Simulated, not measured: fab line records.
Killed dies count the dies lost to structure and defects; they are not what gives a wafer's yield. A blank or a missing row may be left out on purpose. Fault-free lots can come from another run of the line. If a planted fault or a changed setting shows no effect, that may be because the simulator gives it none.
fab line records    flow berkeley-cmos170
record lots=5  wafers=23
route steps=331 shown GATE@133 PLDD@148 NLDD@159 PSD@176 SDANNEAL@205 NSD@207 CONTACT@217 M1@244 V1@254
start-h: start of the lot's first displayed wafer, in hours after the record's first day    wait-h: time in hours since the lot's previous step    " same as the row above    L1.1+2: a single row standing in for several wafers    - no value present, or no start provided    * or withheld: withheld    < > ~ a bound
route shown NAME@n: NAME is a module with steps in the file, n the number in the route of the first one    usual: mean/standard deviation taken from wafers without a fault    same: alike in all rows    chamber/n: place in a boat    sites: per-site readings    _std_site: standard deviation across them    _edge_site: outer sites' mean less inner sites'    radius-mm: for every site, how far away it sits from the centre of the wafer    mask NAME#n: copy n    behind: the last tool/chamber to shape the wafer    hold: why the lot went on hold/how many hours it stayed there/how the hold came to an end    device: transistor that didn't switch, given as n, p or np    end of line: the same wafers' tests at the end of the route    where a step has no rows: the recipe by itself    killed: dies lost to structure and defects at the first sort, not the wafer's yield    map: a wafer's dies, x killed, . not, _ none there
set.NAME: the run value of the setting; set.NAME@STEP: its run value at that earlier step    model.NAME: the simulator's own value behind a step, which no gauge read
lots whose settings were changed on purpose; a table a step, a row a wafer
## steps
# step UCB170_GATE_COAT_07
# recipe resist=KrF  spin-rpm=1500  resist-thk-nm=900
lot.wafer  tool            chamber  start-h  wait-h  set.spin-rpm  model.KrF_of_GATE_COAT_07.thk-nm
L076.1     litho-track-01  0        -        -       1454          913.6
L076.2     "               0        "        "       1500          896.4
L076.3     "               0        "        "       1454          915.9
L076.4     "               0        "        "       1500          897.8
L076.6     "               0        "        "       1454          913
L077.1     litho-track-04  0        -        -       1500          904.7
L077.4     "               0        "        "       1500          905.6
L077.5     "               0        "        "       1500          905.1
L079.1     litho-track-04  0        -        -       1500          896.1
L079.2     "               0        "        "       1586          874.3
L079.3     "               0        "        "       1500          898.7
L079.4     "               0        "        "       1586          875.6
L079.6     "               0        "        "       1586          874.6
L080.1     litho-track-01  0        -        -       1470          909.8
L080.2     "               0        "        "       1470          910.9
L080.3     "               0        "        "       1500          900.4
L080.4     "               0        "        "       1500          901.9
L080.5     "               0        "        "       1500          903.3
L082.1     litho-track-04  0        -        -       1500          901.8
L082.2     "               0        "        "       1500          902.5
L082.4     "               0        "        "       1500          906.8
L082.5     "               0        "        "       1500          901.3
L082.6     "               0        "        "       1500          902.1
# step UCB170_PLDD_EXPOSE_03
# recipe mask-id=PSELECT  na=0.5  sigma-outer=0.6  source-shape=conventional  target-cd-nm=1200  dose-mj=30
lot.wafer       tool            chamber  start-h  wait-h  mask       set.dose-mj
L076.1+3+4      krf-scanner-01  0        121.84   0.2     PSELECT#0  30.99
L076.2+6        "               0        "        "       PSELECT#0  30
L077.1+4+5      krf-scanner-02  0        122.09   0.3     PSELECT#0  30
L079.1+2+3      krf-scanner-01  0        133.56   0.2     PSELECT#0  29.05
L079.4+6        "               0        "        "       PSELECT#0  30
L080.1+3+5      krf-scanner-01  0        146.19   0.1     PSELECT#0  30
L080.2+4        "               0        "        "       PSELECT#0  30.95
L082.1+2+4+5+6  krf-scanner-02  0        151.23   0.1     PSELECT#0  30
# step UCB170_PLDD_PEB_04
# recipe peb-temp-c=130  peb-time-s=withheld  resist=KrF
# step UCB170_PLDD_DEVELOP_05
# recipe developer=TMAH  develop-time-s=45  resist=KrF  dev-temp-c=21
# step UCB170_PLDD_CD_MEAS_06
# recipe target-cd-nm=1200
# usual cd-nm=1200.8/1.2
lot.wafer  tool       chamber  start-h  wait-h  set.dose-mj@PLDD_EXPOSE_03  cd-nm
L076.1     cd-sem-01  -        122.24   -       30.99                       1208.2
L076.2     "          -        "        "       30                          1200.5
L076.3     "          -        "        "       30.99                       1205.3
L076.4     "          -        "        "       30.99                       1205.7
L076.6     "          -        "        "       30                          1200.3
L077.1     cd-sem-01  -        122.51   -       30                          1200.2
L077.4     "          -        "        "       30                          1200.3
L077.5     "          -        "        "       30                          1200.6
L079.1     cd-sem-01  -        134.36   -       29.05                       1193.6
L079.2     "          -        "        "       29.05                       1195.0
L079.3     "          -        "        "       29.05                       1194.3
L079.4     "          -        "        "       30                          1200.7
L079.6     "          -        "        "       30                          1200.2
L080.1     cd-sem-01  -        147.42   -       30                          1198.5
L080.2     "          -        "        "       30.95                       1204.9
L080.3     "          -        "        "       30                          1198.0
L080.4     "          -        "        "       30.95                       1205.4
L080.5     "          -        "        "       30                          1198.8
L082.1     cd-sem-02  -        151.63   -       30                          1198.8
L082.2     "          -        "        "       30                          1199.9
L082.4     "          -        "        "       30                          1200.0
L082.5     "          -        "        "       30                          1201.0
L082.6     "          -        "        "       30                          1200.5
# step UCB170_NLDD_COAT_01
# recipe resist=KrF  spin-rpm=1500  resist-thk-nm=900
lot.wafer  tool            chamber  start-h  wait-h  set.resist-thk-nm  model.KrF_of_NLDD_COAT_01.thk-nm
L077.1     litho-track-02  0        124.70   0.1     900                898.1
L077.4     "               0        "        "       900                899.5
L077.5     "               0        "        "       900                896.7
L076.1     litho-track-03  0        124.77   0.1     933.7              939.9
L076.2     "               0        "        "       933.7              937.9
L076.3     "               0        "        "       933.7              938.9
L076.4     "               0        "        "       900                906.4
L076.6     "               0        "        "       900                904.5
L079.1     litho-track-02  0        135.69   0.1     854                856.2
L079.2     "               0        "        "       854                854.1
L079.3     "               0        "        "       900                900.4
L079.4     "               0        "        "       900                899.5
L079.6     "               0        "        "       854                853.8
L080.1     litho-track-04  0        148.36   0.1     921.9              922.5
L080.2     "               0        "        "       900                901.8
L080.3     "               0        "        "       900                900.9
L080.4     "               0        "        "       921.9              922.2
L080.5     "               0        "        "       921.9              920.6
L082.1     litho-track-02  0        152.90   0.1     900                900.4
L082.2     "               0        "        "       900                900.1
L082.4     "               0        "        "       900                899.6
L082.5     "               0        "        "       900                902.3
L082.6     "               0        "        "       900                901.9
# step UCB170_NLDD_SOFTBAKE_02
# recipe resist=KrF  temp-c=130  time-s=60
# step UCB170_NLDD_EXPOSE_03
# recipe mask-id=NSELECT  na=0.5  sigma-outer=0.6  source-shape=conventional  target-cd-nm=1200  dose-mj=30
# step UCB170_NLDD_IMPLANT_08
# recipe species=As  dose-cm2=5e+13  energy-kev=30  tilt-deg=7  rotation-deg=0
# step UCB170_NLDD_IMPLANT_09
# recipe species=As  dose-cm2=5e+13  energy-kev=30  tilt-deg=7  rotation-deg=180
# step UCB170_NLDD_STRIP_10
# recipe chemistry=O2  power-w=400  pressure-mtorr=3500  platen-temp-c=withheld  o2-flow-sccm=400  overash-fraction=0.5
# usual strip-time-to-endpoint-s=21.64/0.066
lot.wafer  tool             chamber  start-h  wait-h  set.resist-thk-nm@NLDD_COAT_01  strip-time-to-endpoint-s
L077.1     plasma-asher-03  1        126.22   0.2     900                             21.56
L077.4     "                0        "        "       900                             21.61
L077.5     "                0        "        "       900                             21.54
L076.1     plasma-asher-02  0        126.39   0.1     933.7                           22.59
L076.2     "                1        "        "       933.7                           22.54
L076.3     "                0        "        "       933.7                           22.57
L076.4     "                1        "        "       900                             21.80
L076.6     "                1        "        "       900                             21.71
L079.1     plasma-asher-02  0        137.31   0.1     854                             20.57
L079.2     "                1        "        "       854                             20.53
L079.3     "                1        "        "       900                             21.64
L079.4     "                0        "        "       900                             21.62
L079.6     "                0        "        "       854                             20.53
L080.1     plasma-asher-02  1        149.51   0.1     921.9                           22.18
L080.2     "                0        "        "       900                             21.67
L080.3     "                0        "        "       900                             21.66
L080.4     "                1        "        "       921.9                           22.16
L080.5     "                0        "        "       921.9                           22.15
L082.1     plasma-asher-01  0        154.26   0.1     900                             21.64
L082.2     "                1        "        "       900                             21.62
L082.4     "                0        "        "       900                             21.61
L082.5     "                0        "        "       900                             21.68
L082.6     "                1        "        "       900                             21.67
# step UCB170_PSD_COAT_01
# recipe resist=KrF  spin-rpm=1500  resist-thk-nm=900
lot.wafer  tool            chamber  start-h  wait-h  set.spin-rpm  model.KrF_of_PSD_COAT_01.thk-nm
L076.1     litho-track-02  0        131.92   0.1     1500          902.4
L076.2     "               0        "        "       1500          901.2
L076.3     "               0        "        "       1500          904
L076.4     "               0        "        "       1500          905.8
L076.6     "               0        "        "       1500          902.6
L077.1     litho-track-01  0        131.92   0.1     1500          901.7
L077.4     "               0        "        "       1500          898.5
L077.5     "               0        "        "       1500          901.3
L079.1     litho-track-02  0        141.39   0.1     1500          894.3
L079.2     "               0        "        "       1500          892.1
L079.3     "               0        "        "       1500          895.4
L079.4     "               0        "        "       1500          894.1
L079.6     "               0        "        "       1500          895.7
L080.1     litho-track-02  0        154.52   0.1     1500          902.2
L080.2     "               0        "        "       1414          927.6
L080.3     "               0        "        "       1414          925.7
L080.4     "               0        "        "       1414          925
L080.5     "               0        "        "       1500          903.8
L082.1     litho-track-02  0        158.09   0.1     1500          902.5
L082.2     "               0        "        "       1438          919.4
L082.4     "               0        "        "       1500          900
L082.5     "               0        "        "       1500          901.5
L082.6     "               0        "        "       1438          916.7
# step UCB170_SDANNEAL_RTA_01
# recipe temp-c=1050  time-s=5  ambient=N2
lot.wafer       tool           chamber  start-h  wait-h  set.time-s
L077.1+4+5      rtp-anneal-02  0        137.25   0.1     5
L076.1+2+3+4+6  rtp-anneal-01  0        137.70   0.1     5
L079.1+6        rtp-anneal-01  0        147.08   0.1     5.468
L079.2+3+4      "              0        "        "       5
L080.1+2+3+4+5  rtp-anneal-02  0        158.75   0.1     5
L082.1+2+4      rtp-anneal-02  0        164.91   0.1     5
L082.5+6        "              0        "        "       5.394
# step UCB170_SDANNEAL_RS_MEAS_02
# recipe thk-meas-gauge=four-point-probe
# usual PSD_RS=75.77/0.29
lot.wafer  tool           chamber  start-h  wait-h  set.time-s@SDANNEAL_RTA_01  PSD_RS[ohm/sq]
L077.1     film-metro-04  -        137.30   0.0     5                           75.16
L077.4     "              -        "        "       5                           75.72
L077.5     "              -        "        "       5                           75.50
L076.1     film-metro-03  -        137.78   0.1     5                           75.56
L076.2     "              -        "        "       5                           75.67
L076.3     "              -        "        "       5                           75.62
L076.4     "              -        "        "       5                           75.51
L076.6     "              -        "        "       5                           75.86
L079.1     film-metro-04  -        147.14   0.0     5.468                       73.80
L079.2     "              -        "        "       5                           75.69
L079.3     "              -        "        "       5                           75.49
L079.4     "              -        "        "       5                           75.66
L079.6     "              -        "        "       5.468                       74.29
L080.1     film-metro-03  -        158.80   0.0     5                           75.99
L080.2     "              -        "        "       5                           76.14
L080.3     "              -        "        "       5                           76.05
L080.4     "              -        "        "       5                           76.01
L080.5     "              -        "        "       5                           75.92
L082.1     film-metro-01  -        164.96   0.0     5                           75.72
L082.2     "              -        "        "       5                           75.69
L082.4     "              -        "        "       5                           75.98
L082.5     "              -        "        "       5.394                       74.29
L082.6     "              -        "        "       5.394                       74.29
# step UCB170_SDANNEAL_RS_MEAS_03
# recipe thk-meas-gauge=four-point-probe
# usual NSD_RS=37.27/0.093
lot.wafer  tool           chamber  start-h  wait-h  set.time-s@SDANNEAL_RTA_01  NSD_RS[ohm/sq]
L077.1     film-metro-04  -        137.42   0.1     5                           37.30
L077.4     "              -        "        "       5                           37.33
L077.5     "              -        "        "       5                           37.34
L076.1     film-metro-03  -        137.90   0.1     5                           37.41
L076.2     "              -        "        "       5                           37.46
L076.3     "              -        "        "       5                           37.37
L076.4     "              -        "        "       5                           37.43
L076.6     "              -        "        "       5                           37.33
L079.1     film-metro-04  -        147.26   0.1     5.468                       37.06
L079.2     "              -        "        "       5                           37.35
L079.3     "              -        "        "       5                           37.30
L079.4     "              -        "        "       5                           37.30
L079.6     "              -        "        "       5.468                       37.01
L080.1     film-metro-03  -        158.92   0.1     5                           37.32
L080.2     "              -        "        "       5                           37.39
L080.3     "              -        "        "       5                           37.44
L080.4     "              -        "        "       5                           37.32
L080.5     "              -        "        "       5                           37.36
L082.1     film-metro-01  -        165.08   0.1     5                           37.18
L082.2     "              -        "        "       5                           37.21
L082.4     "              -        "        "       5                           37.21
L082.5     "              -        "        "       5.394                       36.96
L082.6     "              -        "        "       5.394                       36.95
# step UCB170_CONTACT_CVD_01
# recipe material=PSG  target-thk-nm=700  temp-c=450  precursor=SiH4/O2/PH3  time-s=2820  pressure-mtorr=300  sih4-flow-sccm=60  o2-flow-sccm=90  ph3-flow-sccm=25
lot.wafer  tool      chamber  start-h  wait-h  set.o2-flow-sccm  model.PSG_of_CONTACT_CVD_01.thk-nm
L077.1     lpcvd-01  1        138.78   0.4     90                697.1
L077.4     "         1        "        "       90                689.8
L077.5     "         1        "        "       90                688.9
L076.1     -         -        -        1.7     78.78             645.5
L076.2     "         -        "        "       78.78             645.1
L076.3     "         -        "        "       78.78             647.8
L076.4     "         -        "        "       78.78             643
L076.6     "         -        "        "       78.78             651.2
L079.1     -         -        -        0.6     96.66             712.7
L079.2     "         -        "        "       96.66             717.4
L079.3     "         -        "        "       96.66             710.3
L079.4     "         -        "        "       96.66             716.3
L079.6     "         -        "        "       96.66             717.9
L080.1     -         -        -        1.4     94.73             713.1
L080.2     "         -        "        "       94.73             715.8
L080.3     "         -        "        "       94.73             710.9
L080.4     "         -        "        "       94.73             712.8
L080.5     "         -        "        "       94.73             710.4
L082.1     -         -        -        0.0     90                703.5
L082.2     "         -        "        "       90                692.3
L082.4     "         -        "        "       90                699.3
L082.5     "         -        "        "       90                699.8
L082.6     "         -        "        "       90                693.9
# step UCB170_CONTACT_THK_MEAS_02
# recipe reads=PSG_of_CONTACT_CVD_01
# usual CONTACT_PSG_THK=696/6.6
lot.wafer  tool           chamber  start-h  wait-h  set.o2-flow-sccm@CONTACT_CVD_01  CONTACT_PSG_THK[nm]
L077.1     film-metro-04  -        140.56   0.0     90                               697
L077.4     "              -        "        "       90                               690
L077.5     "              -        "        "       90                               689
L076.1     film-metro-02  -        -        -       78.78                            646
L076.2     "              -        "        "       78.78                            645
L076.3     "              -        "        "       78.78                            648
L076.4     "              -        "        "       78.78                            643
L076.6     "              -        "        "       78.78                            651
L079.1     film-metro-01  -        -        -       96.66                            713
L079.2     "              -        "        "       96.66                            717
L079.3     "              -        "        "       96.66                            710
L079.4     "              -        "        "       96.66                            716
L079.6     "              -        "        "       96.66                            718
L080.1     film-metro-01  -        -        -       94.73                            712
L080.2     "              -        "        "       94.73                            716
L080.3     "              -        "        "       94.73                            711
L080.4     "              -        "        "       94.73                            712
L080.5     "              -        "        "       94.73                            711
L082.1     film-metro-04  -        -        -       90                               703
L082.2     "              -        "        "       90                               692
L082.4     "              -        "        "       90                               698
L082.5     "              -        "        "       90                               700
L082.6     "              -        "        "       90                               694
# step UCB170_M1_EXPOSE_06
# recipe mask-id=METAL1  target-cd-nm=700  na=0.5  sigma-outer=0.6  source-shape=conventional  dose-mj=21
lot.wafer   tool            chamber  start-h  wait-h  mask      set.dose-mj
L077.1+4+5  krf-scanner-02  0        145.08   -       METAL1#0  21
L076.1+4+6  krf-scanner-01  0        147.71   -       METAL1#0  19.63
L076.2+3    "               0        "        "       METAL1#0  21
L079.1+3+4  krf-scanner-02  0        155.40   -       METAL1#0  22.11
L079.2+6    "               0        "        "       METAL1#0  21
L080.1+2+3  krf-scanner-01  0        169.12   -       METAL1#0  20.42
L080.4+5    "               0        "        "       METAL1#0  21
L082.1+6    krf-scanner-01  0        171.20   -       METAL1#0  21
L082.2+4+5  "               0        "        "       METAL1#0  19.64
# step UCB170_M1_PEB_07
# recipe peb-temp-c=130  peb-time-s=withheld  resist=KrF
# step UCB170_M1_DEVELOP_08
# recipe developer=TMAH  develop-time-s=45  resist=KrF  dev-temp-c=21
# step UCB170_M1_CD_MEAS_09
# recipe target-cd-nm=700
# usual cd-nm=700.5/1.3
lot.wafer  tool       chamber  start-h  wait-h  set.dose-mj@M1_EXPOSE_06  cd-nm
L077.1     cd-sem-01  -        146.22   -       21                        699.5
L077.4     "          -        "        "       21                        700.9
L077.5     "          -        "        "       21                        699.4
L076.1     cd-sem-02  -        148.10   -       19.63                     714.2
L076.2     "          -        "        "       21                        701.8
L076.3     "          -        "        "       21                        700.1
L076.4     "          -        "        "       19.63                     711.9
L076.6     "          -        "        "       19.63                     712.6
L079.1     cd-sem-01  -        155.79   -       22.11                     690.1
L079.2     "          -        "        "       21                        698.9
L079.3     "          -        "        "       22.11                     689.6
L079.4     "          -        "        "       22.11                     689.7
L079.6     "          -        "        "       21                        698.7
L080.1     cd-sem-01  -        169.51   -       20.42                     706.3
L080.2     "          -        "        "       20.42                     707.2
L080.3     "          -        "        "       20.42                     706.5
L080.4     "          -        "        "       21                        702.4
L080.5     "          -        "        "       21                        702.1
L082.1     cd-sem-02  -        171.64   -       21                        698.5
L082.2     "          -        "        "       19.64                     710.5
L082.4     "          -        "        "       19.64                     712.5
L082.5     "          -        "        "       19.64                     712.1
L082.6     "          -        "        "       21                        699.6
# step UCB170_M1_ETCH_11
# recipe chemistry=N2/H2  target-depth-a=withheld  overetch-a=withheld  target=BARC  time-s=withheld  source-w=500  bias-w=100  pressure-mtorr=30  n2-flow-sccm=100  h2-flow-sccm=200
lot.wafer  tool         chamber  start-h  wait-h  set.dose-mj@M1_EXPOSE_06  model.M1.cd-nm
L077.1     rie-diel-01  1        146.38   0.0     21                        699.7
L077.4     "            2        "        "       21                        701.2
L077.5     "            0        "        "       21                        699.4
L076.1     rie-diel-02  2        148.25   0.0     19.63                     713.7
L076.2     "            3        "        "       21                        702.6
L076.3     "            1        "        "       21                        700.1
L076.4     "            0        "        "       19.63                     712.2
L076.6     "            1        "        "       19.63                     712.7
L079.1     rie-diel-01  2        155.94   0.0     22.11                     690.7
L079.2     "            0        "        "       21                        698.1
L079.3     "            1        "        "       22.11                     689.2
L079.4     "            1        "        "       22.11                     689.9
L079.6     "            2        "        "       21                        698.8
L080.1     rie-diel-01  0        169.67   0.0     20.42                     705.8
L080.2     "            1        "        "       20.42                     707.7
L080.3     "            3        "        "       20.42                     707.5
L080.4     "            2        "        "       21                        702.7
L080.5     "            3        "        "       21                        702.4
L082.1     rie-diel-02  0        171.80   0.0     21                        699.1
L082.2     "            3        "        "       19.64                     710.4
L082.4     "            2        "        "       19.64                     713.4
L082.5     "            2        "        "       19.64                     712.4
L082.6     "            1        "        "       21                        700.1
# step UCB170_M1_METAL_ETCH_12
# recipe chemistry=Cl2/BCl3  target=Al  stop-on=PSG  pressure-mtorr=12  target-depth-a=7800  over-etch-frac=0.3  time-s=130  icp-w=600  bias-w=120  Cl2_flow_sccm=90  bcl3-flow-sccm=45
lot.wafer  tool          chamber  start-h  wait-h  set.dose-mj@M1_EXPOSE_06  model.M1.cd-nm
L077.1     rie-metal-04  0        146.42   -       21                        703.1
L077.4     "             1        "        "       21                        705.6
L077.5     "             0        "        "       21                        705.3
L076.1     rie-metal-01  0        148.30   -       19.63                     716.7
L076.2     "             0        "        "       21                        706.7
L076.3     "             0        "        "       21                        704.3
L076.4     "             0        "        "       19.63                     716.2
L076.6     "             0        "        "       19.63                     715
L079.1     rie-metal-04  1        155.99   -       22.11                     694.1
L079.2     "             0        "        "       21                        701.3
L079.3     "             1        "        "       22.11                     695.5
L079.4     "             0        "        "       22.11                     695.1
L079.6     "             1        "        "       21                        701
L080.1     rie-metal-01  1        169.71   -       20.42                     706.2
L080.2     "             0        "        "       20.42                     709.2
L080.3     "             0        "        "       20.42                     707.6
L080.4     "             1        "        "       21                        704.1
L080.5     "             1        "        "       21                        702.7
L082.1     rie-metal-04  1        171.84   -       21                        702.4
L082.2     "             0        "        "       19.64                     712.9
L082.4     "             0        "        "       19.64                     717.7
L082.5     "             1        "        "       19.64                     715.6
L082.6     "             0        "        "       21                        704.2
# step UCB170_M1_STRIP_13
# recipe chemistry=O2  power-w=400  pressure-mtorr=3500  platen-temp-c=withheld  o2-flow-sccm=400  overash-fraction=0.5
# step UCB170_M1_CD_MEAS_90
# recipe target-cd-nm=700
# usual cd-nm=702.6/2.5
lot.wafer  tool       chamber  start-h  wait-h  set.dose-mj@M1_EXPOSE_06  cd-nm
L077.1     cd-sem-01  -        147.18   0.6     21                        702.6
L077.4     "          -        "        "       21                        705.9
L077.5     "          -        "        "       21                        705.3
L076.1     cd-sem-01  -        148.66   0.1     19.63                     716.5
L076.2     "          -        "        "       21                        706.5
L076.3     "          -        "        "       21                        704.2
L076.4     "          -        "        "       19.63                     716.0
L076.6     "          -        "        "       19.63                     715.1
L079.1     cd-sem-01  -        156.22   0.1     22.11                     693.8
L079.2     "          -        "        "       21                        701.0
L079.3     "          -        "        "       22.11                     695.9
L079.4     "          -        "        "       22.11                     694.9
L079.6     "          -        "        "       21                        700.9
L080.1     cd-sem-01  -        169.94   0.1     20.42                     706.2
L080.2     "          -        "        "       20.42                     708.9
L080.3     "          -        "        "       20.42                     707.6
L080.4     "          -        "        "       21                        703.7
L080.5     "          -        "        "       21                        702.7
L082.1     cd-sem-01  -        172.09   0.1     21                        702.6
L082.2     "          -        "        "       19.64                     712.7
L082.4     "          -        "        "       19.64                     718.0
L082.5     "          -        "        "       19.64                     715.8
L082.6     "          -        "        "       21                        704.4
# step UCB170_V1_CVD_00
# recipe material=SiO2  target-thk-nm=2000  temp-c=390  precursor=TEOS/O2  time-s=250  rf-w=550  pressure-mtorr=9000
lot.wafer  tool      chamber  start-h  wait-h  set.time-s  model.SiO2_of_V1_CVD_00.thk-nm
L076.1     pecvd-01  1        152.12   0.0     270.1       2108
L076.2     "         2        "        "       250         2007
L076.3     "         0        "        "       270.1       2151
L076.4     "         2        "        "       250         2034
L076.6     "         0        "        "       250         2038
L077.1     pecvd-02  1        152.12   0.0     250         1959
L077.4     "         0        "        "       250         2008
L077.5     "         2        "        "       250         2028
L079.1     pecvd-01  1        158.33   0.0     250         1954
L079.2     "         0        "        "       250         1990
L079.3     "         2        "        "       250         2015
L079.4     "         0        "        "       250         2022
L079.6     "         2        "        "       250         2032
L080.1     pecvd-01  1        172.60   0.0     238.7       1879
L080.2     "         2        "        "       250         2001
L080.3     "         0        "        "       250         1979
L080.4     "         1        "        "       238.7       1921
L080.5     "         0        "        "       250         2019
L082.1     pecvd-03  0        178.20   0.0     250         1978
L082.2     "         1        "        "       274.4       2139
L082.4     "         1        "        "       274.4       2183
L082.5     "         2        "        "       250         1969
L082.6     "         0        "        "       250         2006
# step UCB170_V1_THK_MEAS_01
# recipe reads=SiO2_of_V1_CVD_00
# usual V1_TEOS_THK=2000/27
lot.wafer  tool           chamber  start-h  wait-h  set.time-s@V1_CVD_00  V1_TEOS_THK[nm]
L076.1     film-metro-04  -        152.28   0.1     270.1                 2106
L076.2     "              -        "        "       250                   2007
L076.3     "              -        "        "       270.1                 2150
L076.4     "              -        "        "       250                   2032
L076.6     "              -        "        "       250                   2038
L077.1     film-metro-02  -        152.28   0.1     250                   1960
L077.4     "              -        "        "       250                   2008
L077.5     "              -        "        "       250                   2028
L079.1     film-metro-04  -        158.49   0.1     250                   1953
L079.2     "              -        "        "       250                   1992
L079.3     "              -        "        "       250                   2015
L079.4     "              -        "        "       250                   2020
L079.6     "              -        "        "       250                   2033
L080.1     film-metro-02  -        172.75   0.1     238.7                 1880
L080.2     "              -        "        "       250                   2001
L080.3     "              -        "        "       250                   1978
L080.4     "              -        "        "       238.7                 1922
L080.5     "              -        "        "       250                   2019
L082.1     film-metro-03  -        178.35   0.1     250                   1977
L082.2     "              -        "        "       274.4                 2138
L082.4     "              -        "        "       274.4                 2181
L082.5     "              -        "        "       250                   1969
L082.6     "              -        "        "       250                   2005
## key
split step=UCB170_GATE_COAT_07  setting=spin-rpm  stated=1500  by=wafer
response step=UCB170_GATE_COAT_07  reading=model.KrF_of_GATE_COAT_07.thk-nm  change=-4.3  per=1%  r=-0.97
split step=UCB170_PLDD_EXPOSE_03  setting=dose-mj  stated=30  by=wafer
response step=UCB170_PLDD_CD_MEAS_06  reading=cd-nm  change=+1.96  per=1%  r=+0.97
split step=UCB170_NLDD_COAT_01  setting=resist-thk-nm  stated=900  by=wafer
response step=UCB170_NLDD_COAT_01  reading=model.KrF_of_NLDD_COAT_01.thk-nm  change=+8.82  per=1%  r=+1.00
response step=UCB170_NLDD_STRIP_10  reading=strip-time-to-endpoint-s  change=*  per=1%  r=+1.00
split step=UCB170_PSD_COAT_01  setting=spin-rpm  stated=1500  by=wafer
response step=UCB170_PSD_COAT_01  reading=model.KrF_of_PSD_COAT_01.thk-nm  change=-4.03  per=1%  r=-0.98
split step=UCB170_SDANNEAL_RTA_01  setting=time-s  stated=5  by=wafer
response step=UCB170_SDANNEAL_RS_MEAS_02  reading=PSD_RS  change=-0.178  per=1%  r=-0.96
response step=UCB170_SDANNEAL_RS_MEAS_03  reading=NSD_RS  change=-0.0306  per=1%  r=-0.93
split step=UCB170_CONTACT_CVD_01  setting=o2-flow-sccm  stated=90  by=lot
response step=UCB170_CONTACT_CVD_01  reading=model.PSG_of_CONTACT_CVD_01.thk-nm  change=+3.55  per=1%  r=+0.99
response step=UCB170_CONTACT_THK_MEAS_02  reading=CONTACT_PSG_THK  change=+3.55  per=1%  r=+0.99
split step=UCB170_M1_EXPOSE_06  setting=dose-mj  stated=21  by=wafer
response step=UCB170_M1_CD_MEAS_09  reading=cd-nm  change=-1.83  per=1%  r=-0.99
response step=UCB170_M1_ETCH_11  reading=model.M1.cd-nm  change=-1.77  per=1%  r=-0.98
response step=UCB170_M1_METAL_ETCH_12  reading=model.M1.cd-nm  change=-1.59  per=1%  r=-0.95
response step=UCB170_M1_CD_MEAS_90  reading=cd-nm  change=-1.59  per=1%  r=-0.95
split step=UCB170_V1_CVD_00  setting=time-s  stated=250  by=wafer
response step=UCB170_V1_CVD_00  reading=model.SiO2_of_V1_CVD_00.thk-nm  change=+16.6  per=1%  r=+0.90
response step=UCB170_V1_THK_MEAS_01  reading=V1_TEOS_THK  change=+16.5  per=1%  r=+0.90
